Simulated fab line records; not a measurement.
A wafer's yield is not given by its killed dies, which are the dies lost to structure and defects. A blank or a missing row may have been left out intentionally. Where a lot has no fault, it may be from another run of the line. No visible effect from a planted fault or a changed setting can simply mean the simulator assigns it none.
Comparing a struck lot with a sound one	flow rit-cmos	15 steps out of a route of 202
Sound: wafers L586.3, L586.5, L586.6. Struck: wafers L594.1, L594.2, L594.6. Last of all comes the cause.
Order at every step that has rows: each side's tool, ch and its chambers, its first start. Under that, the readings that differ: sound wafers	struck wafers	difference of the means	sigmas: that difference in standard deviations of wafers without a fault.
alike: a reading whose means differ by less than 2 such deviations, as well as words and numbers matching on both sides. not compared: withheld readings; readings where some wafer has no value; bounds like >300 that might hide an equal value; numbers whose values overlap and for which the record gives no deviation.
A row with sigmas, a row that says differs or no value, or rows on one side alone: a step with any of these is where the two part. Numbers that don't overlap but have no deviation are shown without sigmas and don't part them. A reading missing from all wafers of one side parts the sides only when that side holds two or more wafers.

RIT_FOX2_THK_MEAS_01:
  sound: film-metro-03 at day 3 11:31; struck: film-metro-04 at day 5 03:51
  alike: FOX2_OXIDE_THK
then, 2 steps without rows for these wafers: RIT_FOX2_CLEAN_02 (cleans in dHF, time 180 s); RIT_FOX2_WET_ETCH_03 (etches Si3N4 in H3PO4, target depth 195 nm, time 2700 s).
RIT_FOX2_THK_MEAS_90:
  sound: film-metro-04 at day 3 12:23; struck: film-metro-01 at day 5 04:43
  alike: FIELD_OXIDE_LEFT_1_THK
then, 6 steps without rows for these wafers: RIT_NWELL_HMDS_00 (prime time 60 s); RIT_NWELL_COAT_01 (resist thk 1300 nm); RIT_NWELL_SOFTBAKE_02 (time 60 s); RIT_NWELL_EXPOSE_03 (exposes mask M2, target cd 43900 nm); RIT_NWELL_PEB_04; RIT_NWELL_DEVELOP_05 (develop time 68 s).
RIT_NWELL_OVL_MEAS_06:
  sound: overlay-01 at day 3 13:19; struck: overlay-01 at day 5 05:47
  alike: NWELL_OVL
then, 1 step without rows for these wafers: RIT_NWELL_HARDBAKE_07 (time 120 s).
RIT_NWELL_IMPLANT_08:
  sound on implanter-02 ch 0, day 3 13:38; struck on implanter-02 ch 0, day 5 06:08
reading	sound	struck	difference	sigmas
dose-ions-cm2	5.011e+13 5.007e+13 4.999e+13	4.996e+13 4.995e+13 4.988e+13	-1.267e+11	-2
tilt-deg (degrees)	7.033 6.999 7.033	7.267 7.235 7.272	+0.236	+11
RIT_NWELL_STRIP_09: strips in O2, time 180 s.
  sound on plasma-asher-03 ch 0,1, day 3 13:48; struck on plasma-asher-04 ch 0,1, day 5 06:17
  alike: drypump-motor-current-A, rf-refl-power-W
  not compared: rf-hours-counter-h
RIT_M1_PROBE_99:
  the record has rows for the struck wafers here (prober-01, day 6 22:17) and none for the sound ones

## WHERE THEY PART
At RIT_NWELL_IMPLANT_08 first; at RIT_M1_PROBE_99 last (within this record only).

WHY: the cause the simulator had injected
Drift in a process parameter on implanter-02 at RIT_NWELL_IMPLANT_08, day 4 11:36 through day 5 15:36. Setting tilt-deg shifted by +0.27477 from 7. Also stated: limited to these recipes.
